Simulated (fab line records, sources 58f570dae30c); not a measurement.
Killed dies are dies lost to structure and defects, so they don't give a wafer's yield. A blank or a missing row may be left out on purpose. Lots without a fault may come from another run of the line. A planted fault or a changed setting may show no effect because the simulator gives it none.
Split-lot experiment | flow berkeley_cmos170 | 5 lots, 23 wafers read, on a route of 331 steps

THE SPLIT
At UCB170_M3_SPUTTER_01 (material Al, target thk 900 nm, time 120 s), the setting power_w was moved away from the recipe's 6000 W on 7 of the 23 wafers read, by -11.4% to +4.6%. The other wafers ran this setting at the recipe's value.

FROM THE SPLIT TO THE READING: what the file shows between them, 1 step
- UCB170_M3_RS_MEAS_02: measures by four-point-probe

THE READING
M3_AL_THK, in nm, at UCB170_M3_THK_MEAS_03 (measures by xrf). Fault-free wafers of this fab line usually give 893 nm, standard deviation 13 nm.

wafer  | tool, chamber at the split | power_w as run, W | against the recipe | M3_AL_THK, nm | against lot-mates on the recipe
L077.1 | pvd_sputter-02, -          | 6000              | recipe             | 892           | -
L077.2 | pvd_sputter-02, -          | 6000              | recipe             | 907           | -
L077.3 | pvd_sputter-02, -          | 6000              | recipe             | 896           | -
L077.5 | pvd_sputter-02, -          | 6000              | recipe             | 895           | -
L077.6 | pvd_sputter-02, -          | 6000              | recipe             | 898           | -
L079.1 | pvd_sputter-01, -          | 6000              | recipe             | 901           | -
L079.2 | pvd_sputter-01, -          | 6000              | recipe             | 903           | -
L079.3 | pvd_sputter-01, -          | 6000              | recipe             | 894           | -
L079.5 | pvd_sputter-01, -          | 6264              | +4.4%              | 938           | +39
L079.6 | pvd_sputter-01, -          | 6264              | +4.4%              | 948           | +49
L080.1 | pvd_sputter-02, -          | 5317              | -11.4%             | 764           | -110
L080.2 | pvd_sputter-02, -          | 5317              | -11.4%             | 776           | -98
L080.3 | pvd_sputter-02, -          | 6000              | recipe             | 880           | -
L080.5 | pvd_sputter-02, -          | 6000              | recipe             | 882           | -
L080.6 | pvd_sputter-02, -          | 6000              | recipe             | 861           | -
L085.2 | pvd_sputter-03, -          | 6000              | recipe             | 888           | -
L085.5 | pvd_sputter-03, -          | 6000              | recipe             | 866           | -
L085.6 | pvd_sputter-03, -          | 6000              | recipe             | 876           | -
L084.1 | pvd_sputter-01, -          | 6000              | recipe             | 921           | -
L084.3 | pvd_sputter-01, -          | 6277              | +4.6%              | 937           | +19
L084.4 | pvd_sputter-01, -          | 6277              | +4.6%              | 937           | +19
L084.5 | pvd_sputter-01, -          | 6000              | recipe             | 915           | -
L084.6 | pvd_sputter-01, -          | 6277              | +4.6%              | 947           | +29

THE FIT
A straight line over all 23 wafers: M3_AL_THK changes by +10.8 nm for each +1% of power_w; r = +0.95; the points scatter about the line by 14 nm.
The same after taking each lot's own level away (the mean of its wafers on the recipe; 23 wafers): +8.48 nm for each +1%; r = +0.97; scatter 9.3 nm.
On that fit, the largest move of power_w shifts the reading by 97 nm.
The lots' own levels span 874.3 to 918.0 nm, that is 3.4 times the standard deviation above.
So the lot-to-lot level changes the slope: the two fits differ.
Check: with one of the wafers moved furthest among these (-11.4%) left out of the fit, the line predicts -91.2 nm for it against its lot-mates. It came out at -110 nm against them.

THE WHOLE CHAIN: every reading that the file lists as answering this split, in the file's order
step                  | what it does                               | reading                                                                     | change (the file's fit)               | r (the file's)
UCB170_M3_SPUTTER_01  | material Al, target thk 900 nm, time 120 s | Al_of_M3_SPUTTER_01.thk_nm (the simulator's own value, which no gauge read) | +8.72 nm for each +1% of the setting  | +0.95
UCB170_M3_RS_MEAS_02  | measures by four-point-probe               | M3_AL_RS                                                                    | -0.000359 for each +1% of the setting | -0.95
UCB170_M3_THK_MEAS_03 | measures by xrf                            | M3_AL_THK                                                                   | +8.73 for each +1% of the setting     | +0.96

THE FILE'S OWN FIT
M3_AL_THK changes by +8.73 nm for each +1% of power_w, r = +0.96.
